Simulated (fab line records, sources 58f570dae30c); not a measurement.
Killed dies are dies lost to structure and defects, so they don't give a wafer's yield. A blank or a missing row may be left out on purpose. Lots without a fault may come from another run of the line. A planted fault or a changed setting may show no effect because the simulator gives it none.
Problem report in the 8D (eight disciplines) form, filled by code | flow berkeley_cmos170 | the parts of the form that need people (team, actions taken, sign-off) are left out

1. THE PROBLEM
cd_nm at UCB170_M1_CD_MEAS_90 reads a mean of 713.2 nm on 6 wafers of 2 lots; wafers without a fault read 698.7 nm with a standard deviation of 2.4. That is +6.0 standard deviations from the usual mean.
The step: target cd 700 nm.
First seen on wafer L901.1, day 9 15:25, on cd_sem-01. The record holds 33 wafers of 11 lots with a number at this step. Rule for "out", or "out of limits": more than 4 standard deviations from the usual mean. The other wafers with a number count as sound.

2. WHAT IT IS AND WHAT IT IS NOT
question                    | is                     | is not
which readings at this step | cd_nm                  | -
which lots                  | L901, L903             | L888, L889, L890, L891, L904, L906, L908, L910, L911
which wafers of those lots  | all that have a number | -
read on which gauges        | cd_sem-01              | cd_sem-02
when                        | from day 9 15:25       | up to then (12 sound wafers); but 15 sound wafers of L904, L906, L908, L910, L911 came after

3. SUSPECTS, AND WHAT RULES EACH OUT
Counting: a tool at a process step up to the reading stays a suspect if it ran every lot that is out and no sound lot after the first of them.
- the gauge at UCB170_M1_CD_MEAS_90: ruled out. All the wafers that are out were read on cd_sem-01, but those of them that UCB170_M1_METAL_ETCH_12 has rows for are out there too, on other tools.
- rie_metal-01 at UCB170_M1_METAL_ETCH_12 (etches Al in Cl2/BCl3, stops on PSG, target depth 780 nm, time 130 s): kept. It ran every lot that is out, first L901 (day 9 15:11), and no sound lot after that; its last sound lot up to then is L891 (day 7 13:26). Its own readings are out on those wafers: oes_product_au.
Left after counting: rie_metal-01 at UCB170_M1_METAL_ETCH_12.

4. THE CAUSE (what the simulator had put in)
Process parameter drift: rie_metal-01, from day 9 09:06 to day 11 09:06, at UCB170_M1_METAL_ETCH_12. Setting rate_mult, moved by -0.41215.
Counting left only this tool.

5. THE CHAIN OF EFFECTS, in route order
Each row: a reading whose mean over the struck wafers that have a number lies more than 3 standard deviations from the usual. Only readings for which the record gives a usual standard deviation are gone through. hours: the time from each lot's start at the first step in this table that gives one to its start at this step, as a median over the lots. sigmas: the change in usual standard deviations.
hours | step                    | reading        | usual      | on struck wafers | change | sigmas
0     | UCB170_M1_METAL_ETCH_12 | oes_product_au | 0.859 a.u. | 0.751            | -0.108 | -9.0
0     | UCB170_M1_CD_MEAS_90    | cd_nm          | 698.7 nm   | 713.2            | +14.5  | +6.0
The process steps in it:
- UCB170_M1_METAL_ETCH_12: etches Al in Cl2/BCl3, stops on PSG, target depth 780 nm, time 130 s.

6. WHAT WOULD HAVE CAUGHT IT SOONER
In this record the first reading out of limits at a measuring or inspecting step was taken at day 9 15:25, 6 hours after the fault began at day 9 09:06.
The tool's own readings at UCB170_M1_METAL_ETCH_12 were out on every struck wafer that the step has a row for (oes_product_au): an alarm limit on them would have fired on the first of those.
Of the lots that are out (2), L903 began UCB170_M1_METAL_ETCH_12 on rie_metal-01 after day 9 15:25. A hold on the tool at that time would have spared it.
